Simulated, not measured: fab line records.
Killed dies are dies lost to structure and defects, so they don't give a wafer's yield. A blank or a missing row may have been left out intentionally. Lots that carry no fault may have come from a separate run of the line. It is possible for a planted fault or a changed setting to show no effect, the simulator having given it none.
Which tool did it? -- flow berkeley_cmos170 -- Sampling: 14 lots, 42 wafers, 4 of 331 route steps

== WHAT THE GAUGES SHOWED, per wafer ==
UCB170_PFIELD_OVL_MEAS_06.
lot,measured,on,PFIELD_OVL (nm)
L346,day 5 14:10,overlay-01,-9 0 0
L347,day 5 21:34,overlay-01,-17 -13 -7
L350,day 6 05:17,overlay-02,-11 -1 -3
L352,day 6 05:02,overlay-02,3 6 1
L351,day 6 04:46,overlay-02,-15 -18 -12
L353,day 6 22:22,overlay-02,-3 1 -2
L356,day 7 09:04,overlay-01,-5 -5 -8
L357,day 7 10:27,overlay-02,-5 1 -5
L359,day 7 10:14,overlay-02,-4 -6 0
L362,day 7 18:58,overlay-02,4 2 -6
L363,day 8 09:46,overlay-02,-10 -14 -13
L367,day 9 08:46,overlay-02,-2 -4 -13

UCB170_PFIELD_TW_MEAS_09.
lot,measured,on,PFIELD_TW
L346,day 5 14:28,film_metro-03,598 596 597
L347,day 5 21:51,film_metro-04,605 605 607
L350,day 6 05:35,film_metro-02,599 595 596
L352,day 6 05:19,film_metro-04,603 606 607
L351,day 6 05:04,film_metro-03,592 596 594
L353,day 6 22:40,film_metro-03,596 597 600
L356,day 7 09:22,film_metro-04,609 603 608
L357,day 7 10:44,film_metro-02,605 600 600
L359,day 7 10:31,film_metro-03,595 594 594
L362,day 7 19:16,film_metro-02,604 601 602
L363,day 8 10:03,film_metro-04,607 605 607
L367,day 9 09:04,film_metro-02,597 597 599

UCB170_SCREENOX_THK_MEAS_02.
lot,measured,on,SCREENOX_OXIDE_THK (nm)
L346,day 6 12:57,film_metro-04,14.54 14.66 14.86
L347,day 6 22:05,film_metro-04,14.37 14.32 14.40
L350,day 7 07:04,film_metro-01,14.22 14.29 14.19
L352,day 7 07:03,film_metro-04,14.45 14.59 14.38
L351,day 7 07:03,film_metro-02,14.44 14.14 14.50
L353,day 8 00:33,film_metro-01,14.36 14.22 14.53
L356,day 8 13:52,film_metro-04,14.45 14.32 14.60
L357,day 8 13:55,film_metro-04,14.44 14.40 14.30
L359,day 8 13:48,film_metro-02,14.47 14.25 14.34
L362,day 9 02:47,film_metro-02,14.03 13.94 14.14
L363,day 9 21:32,film_metro-04,14.26 14.21 14.11
L367,day 10 18:57,film_metro-01,14.32 14.23 14.27

== WHICH TOOL RAN EACH LOT (tool, then ch and the chambers of the sampled wafers, then the start) ==
lot,UCB170_ZERO_STRIP_07
L346,"plasma_asher-01 ch 0,1, day 1 23:53"
L347,"plasma_asher-02 ch 0,1, day 2 07:25"
L350,"plasma_asher-02 ch 0,1, day 2 15:17"
L352,"plasma_asher-02 ch 0,1, day 3 00:56"
L351,"plasma_asher-01 ch 0,1, day 3 01:52"
L353,"plasma_asher-01 ch 0,1, day 3 12:17"
L356,"plasma_asher-03 ch 0,1, day 4 02:08"
L357,"plasma_asher-01 ch 0,1, day 4 12:44"
L358,"plasma_asher-02 ch 0,1, day 4 13:11"
L360,"plasma_asher-02 ch 1, day 4 17:26"
L359,"plasma_asher-03 ch 0,1, day 4 17:47"
L362,"plasma_asher-03 ch 0,1, day 5 05:44"
L363,"plasma_asher-03 ch 0,1, day 5 11:46"
L367,"plasma_asher-01 ch 0,1, day 6 04:30"
- UCB170_ZERO_STRIP_07: strips in O2.

== WHAT THE TOOLS THEMSELVES READ (means of the sampled wafers that have a number; where no wafer has one, the mark that the record gives instead) ==
UCB170_ZERO_STRIP_07.
lot,tool,chamber_pressure_mTorr (mTorr),drypump_motor_current_A (A),oes_product_au (a.u.),strip_time_to_endpoint_s (s)
L346,plasma_asher-01,3499.8,5.9,0.726,21.50
L347,plasma_asher-02,3500.8,6.1,0.721,21.45
L350,plasma_asher-02,3501.7,5.8,0.723,21.47
L352,plasma_asher-02,3500.4,5.8,0.725,21.39
L351,plasma_asher-01,3500.8,5.7,0.727,21.41
L353,plasma_asher-01,3503.2,5.7,0.724,21.42
L356,plasma_asher-03,3500.7,5.8,0.729,21.42
L357,plasma_asher-01,3499.2,5.7,0.732,21.51
L358,plasma_asher-02,-,-,-,-
L360,plasma_asher-02,-,-,-,-
L359,plasma_asher-03,3501.4,5.8,0.731,21.42
L362,plasma_asher-03,3497.9,5.8,0.728,21.43
L363,plasma_asher-03,3499.2,5.8,0.726,21.36
L367,plasma_asher-01,3498.8,5.7,0.729,21.40

== THE ANSWER, worked out from the rows above alone ==
Rule: the lots themselves supply what counts as usual. Put in order of their means at a reading, lots are off if they are a third of the lots or fewer, leave a main group of 4 or more, and stand apart from it by a gap of 3 or more times the standard deviation of the main group's means; of several such gaps the widest counts. A main group is skipped when, at the precision printed for the reading in the tables above, its means are all equal. A lot without any number at a reading at which 4 lots or more have one is off too. Where the step has rows for the other lots, those lots are counted as sound. After the gauges, taken in route order, come the tools' own readings; for these a lot's mean is taken, as printed above. At the first step where some lot is off, the reading lying furthest off is the one used; lots without a number count as furthest.
Off at UCB170_ZERO_STRIP_07 (chamber_pressure_mTorr): L358, L360. Without a number there: L358, L360. Main group: mean 3500.3 mTorr, sd 1.4.
A tool fits if, at that step or a process step before it, it ran every lot that is off, and no sound lot after the first of them. One candidate fits, namely plasma_asher-02 at UCB170_ZERO_STRIP_07. Its last sound lot is L352 (day 3 00:56), its first lot that is off L358 (day 4 13:11): a fault that began between those two fits.
Blank at UCB170_ZERO_STRIP_07 on the lots that are off, where sound lots have numbers: chamber_pressure_mTorr, drypump_motor_current_A, oes_product_au, strip_time_to_endpoint_s.

== WHAT WAS PUT IN BY THE SIMULATOR ==
At UCB170_ZERO_STRIP_07, the step was skipped entirely on plasma_asher-02 from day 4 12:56 on. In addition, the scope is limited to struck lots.
Struck lots among those shown: L358, L360. Same finding as the rule above.
